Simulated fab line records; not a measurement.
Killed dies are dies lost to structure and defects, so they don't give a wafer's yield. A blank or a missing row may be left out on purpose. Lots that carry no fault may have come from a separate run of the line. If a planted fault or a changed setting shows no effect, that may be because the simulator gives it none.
2 desks looking at one fault || flow rit_cmos || every desk sees just its own numbers, and what lay behind them comes last

## AT THE METROLOGY DESK
What the gauges read, lot by lot, whatever tool the lot ran on: means of the sampled wafers that have a number. Any lot whose mean is over 4 standard deviations away from the usual mean is out of limits and marked OUT; that distance is given in the brackets.
Columns: A = ACTIVE_NITRIDE_THK at RIT_ACTIVE_THK_MEAS_04, usual 149.7 nm; B = GATE_POLY_THK at RIT_GATE_THK_MEAS_09, usual 247.9 nm; C = PLDD_OVL at RIT_PLDD_OVL_MEAS_06, usual 0.6 nm; D = M1_OVL at RIT_M1_OVL_MEAS_10, usual 0.6 nm
{"lot": "L888", "first seen here": "day 1 13:32", "A": 150.0, "B": 247.9, "C": 0.2, "D": 0.2}
{"lot": "L890", "first seen here": "day 1 23:33", "A": 148.1, "B": 249.4, "C": -0.2, "D": 0.4}
{"lot": "L891", "first seen here": "day 2 04:32", "A": 150.3, "B": 245.7, "C": 0.3, "D": -0.8}
{"lot": "L892", "first seen here": "day 2 09:32", "A": 148.7, "B": 248.0, "C": 2.9, "D": 0.6}
{"lot": "L893", "first seen here": "day 2 15:30", "A": 151.6, "B": 247.3, "C": 1.4, "D": -0.1}
{"lot": "L895", "first seen here": "day 3 01:29", "A": 149.7, "B": 249.3, "C": -0.5, "D": -1.5}
{"lot": "L897", "first seen here": "day 3 10:32", "A": 148.7, "B": "182.8 (-31) OUT", "C": 1.4, "D": 1.0}
{"lot": "L898", "first seen here": "day 3 15:32", "A": 151.3, "B": "182.3 (-31) OUT", "C": -2.1, "D": 0.5}
{"lot": "L902", "first seen here": "day 4 12:22", "A": 153.7, "B": 249.4, "C": 1.0, "D": 0.1}
{"lot": "L907", "first seen here": "day 5 12:34", "A": 150.8, "B": 245.1, "C": 2.7, "D": 2.2}
{"lot": "L908", "first seen here": "day 5 17:34", "A": 149.4, "B": 250.7, "C": 1.6, "D": -0.8}
{"lot": "L909", "first seen here": "day 5 22:32", "A": 148.6, "B": 249.0, "C": 0.5, "D": 1.0}
{"lot": "L910", "first seen here": "day 6 03:32", "A": 150.4, "B": 245.3, "C": 2.2, "D": 1.8}
{"lot": "L911", "first seen here": "day 6 08:32", "A": 149.6, "B": 250.1, "C": 0.6, "D": 0.3}
Per this desk, out of limits: L897, L898; the first was L897, day 4 12:55 (GATE_POLY_THK at RIT_GATE_THK_MEAS_09). L888, L890, L891, L892, L893, L895, L902, L907, L908, L909, L910, L911: within limits.

## AT THE TOOL OWNER'S DESK: lpcvd-02
The tool's own readings at RIT_GATE_CVD_08 (deposits poly-Si from SiH4, target thk 250 nm, time 2220 s): means of the sampled wafers that have a number, for each lot that ran on this tool. Any lot whose mean is over 4 standard deviations away from the usual mean is out of limits and marked OUT; that distance is given in the brackets.
Columns: A = spike_tc_load_C at RIT_GATE_CVD_08, usual 630.2 C
{"lot": "L897", "first seen here": "day 4 11:19", "A": 630.5}
{"lot": "L898", "first seen here": "day 4 14:03", "A": 629.2}
Result from this desk: across the 2 lots, nothing is out of limits.

## ALL TOGETHER
Metrology desk: alarm possible at day 4 12:55 on L897, L898.
The tool owner's desk saw nothing out of limits.
The tool owner's desk has L897, L898 on record, within its limits.
Every lot named ran RIT_GATE_CVD_08 on lpcvd-02.

## WHAT THE SIMULATOR PUT IN
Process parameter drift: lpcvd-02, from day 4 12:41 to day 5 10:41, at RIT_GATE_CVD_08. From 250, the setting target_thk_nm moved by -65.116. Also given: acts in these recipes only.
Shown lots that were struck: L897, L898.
Hours from the fault's start to each desk's first reading out of limits: the metrology desk, 0.
